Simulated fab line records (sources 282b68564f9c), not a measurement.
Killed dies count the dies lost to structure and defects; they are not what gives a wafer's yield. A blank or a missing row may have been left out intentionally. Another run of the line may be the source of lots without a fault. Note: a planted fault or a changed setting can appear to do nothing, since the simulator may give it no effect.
A struck lot beside a sound one ; flow rit_cmos ; 27 steps out of a route of 202
Sound: these wafers, L748.1, L748.5, L748.6. The struck wafers were L759.1, L759.5, L759.6. Last of all comes the cause.
At each step with rows: each side's tool, then ch and its chambers, then its first start. Under that, the readings that differ: sound wafers ; struck wafers ; difference of the means ; sigmas: that difference in standard deviations of wafers without a fault.
alike: a reading whose means differ by less than 2 such deviations, as well as words and numbers matching on both sides. not compared: withheld readings; readings where some wafer has no value; bounds like >300 that might hide an equal value; numbers whose values overlap and for which the record gives no deviation.
Wherever a step has rows on one side only, a row that says differs or no value, or a row with sigmas, the two part there. Non-overlapping numbers with no deviation appear without sigmas and do not part them. Lack of a reading on every wafer of one side parts them only where that side has two or more wafers.

first, 4 steps without rows for these wafers: RIT_CONTACT_SOFTBAKE_04 (time 60 s); RIT_CONTACT_EXPOSE_05 (exposes mask M11, target cd 1000 nm); RIT_CONTACT_PEB_06; RIT_CONTACT_DEVELOP_07 (develop time 120 s).
RIT_CONTACT_CD_MEAS_08 targets a cd of 1000 nm.
  sound on cd_sem-02 at day 3 13:17; struck on cd_sem-02 at day 5 15:27
reading;sound;struck;difference;sigmas
cd_nm (nm);998.3 999.8 1000.2;1004.4 1005.2 1004.0;+5.1;+2
RIT_CONTACT_OVL_MEAS_09:
  sound on overlay-01 at day 3 13:24; struck on overlay-01 at day 5 15:34
  alike: CONTACT_OVL
then, 1 step without rows for these wafers: RIT_CONTACT_HARDBAKE_10 (time 60 s).
RIT_CONTACT_ETCH_11: etches SiO2 in CHF3/CF4/Ar, stops on TiSi2, target depth 480 nm, time 320 s.
  sound on rie_diel-03 ch 0,1,3, day 3 13:35; struck on rie_diel-02 ch 0,2,3, day 5 15:46
  alike: drypump_motor_current_A, oes_product_au, throttle_valve_pct
  not compared: rf_hours_counter_h
RIT_CONTACT_STRIP_12: strips in O2, time 180 s.
  sound on plasma_asher-02 ch 0,1, day 3 13:47; struck on plasma_asher-03 ch 0,1, day 5 15:57
  alike: drypump_motor_current_A
  not compared: rf_hours_counter_h
RIT_CONTACT_CD_MEAS_90 targets a cd of 1000 nm.
  sound on cd_sem-01 at day 3 13:58; struck on cd_sem-01 at day 5 16:08
reading;sound;struck;difference;sigmas
cd_nm (nm);998.1 999.8 1000.4;1004.7 1005.1 1004.2;+5.2;+2
then, 2 steps without rows for these wafers: RIT_CONTACT_CLEAN_13 (cleans in SC1, time 600 s); RIT_CONTACT_CLEAN_14 (cleans in SC2, time 600 s).
RIT_M1_SPUTTER_00: material Al, target thk 400 nm, time 500 s.
  sound on pvd_sputter-01 at day 3 14:27; struck on pvd_sputter-01 at day 5 16:36
reading;sound;struck;difference;sigmas
chamber_pressure_pa (Pa);0.3992 0.4002 0.4005;0.4664 0.4662 0.4660;+0.0662;+88
model.Al_of_M1_SPUTTER_00.thk_nm (nm);395.4 393.5 398.7;391.9 391.7 389;-5.0;
  alike: throttle_valve_pct
RIT_M1_RS_MEAS_01: the measuring method here is four-point-probe.
  sound on film_metro-04 at day 3 14:44; struck on film_metro-04 at day 5 16:53
  alike: M1_AL_RS
  not compared: hold
RIT_M1_THK_MEAS_02: measures by xrf.
  sound on film_metro-04 at day 3 14:52; struck on film_metro-04 at day 5 17:01
  alike: M1_AL_THK
  not compared: hold
then, 6 steps without rows for these wafers: RIT_M1_HMDS_03 (prime time 60 s); RIT_M1_COAT_04 (resist thk 1300 nm); RIT_M1_SOFTBAKE_05 (time 60 s); RIT_M1_EXPOSE_06 (exposes mask M12, target cd 2600 nm); RIT_M1_PEB_07; RIT_M1_DEVELOP_08 (develop time 68 s).
RIT_M1_CD_MEAS_09 targets a cd of 2600 nm.
  sound on cd_sem-01 at day 3 16:07; struck on cd_sem-02 at day 5 18:03
  alike: cd_nm
RIT_M1_OVL_MEAS_10:
  sound on overlay-01 at day 3 16:14; struck on overlay-01 at day 5 18:10
  alike: M1_OVL
then, 1 step without rows for these wafers: RIT_M1_HARDBAKE_11 (time 120 s).
RIT_M1_METAL_ETCH_12: etches Al in Cl2/BCl3, stops on SiO2, time 165 s, target depth 600 nm.
  sound on rie_metal-01 ch 0,1, day 3 16:31; struck on rie_metal-02 ch 0,1, day 5 18:27
reading;sound;struck;difference;sigmas
model.etch.depth_nm (nm);395.4 393.5 398.7;391.9 391.7 389;-5.0;
model.M1.feature_depth_nm (nm);427.5 426.4 430.4;425.5 423.2 422.5;-4.4;
  alike: drypump_motor_current_A, oes_product_au, throttle_valve_pct
  not compared: rf_hours_counter_h
then, 1 step without rows for these wafers: RIT_M1_STRIP_13 (strips in nmp, time 600 s).
RIT_M1_PROBE_99:
  sound on prober-01 at day 3 18:52; struck on prober-02 at day 5 20:42
  alike: defect_limited_yield, killed_at_contacts, killed_at_front_end, killed_dies, killed_open, killed_short, sort_bin_3_pad_short, sort_bin_5_function, sort_bin_6_memory, sort_n_pass, sort_yield_pct
  not compared: model.etest.m1.rs_ohm_sq

WHERE THEY PART
At RIT_CONTACT_CD_MEAS_08 first; at RIT_M1_SPUTTER_00 last (within this record only). Later steps at which nothing parts them and some readings are alike: RIT_M1_RS_MEAS_01, RIT_M1_THK_MEAS_02, RIT_M1_CD_MEAS_09, RIT_M1_OVL_MEAS_10, RIT_M1_METAL_ETCH_12, RIT_M1_PROBE_99.

WHY: whatever the simulator had introduced
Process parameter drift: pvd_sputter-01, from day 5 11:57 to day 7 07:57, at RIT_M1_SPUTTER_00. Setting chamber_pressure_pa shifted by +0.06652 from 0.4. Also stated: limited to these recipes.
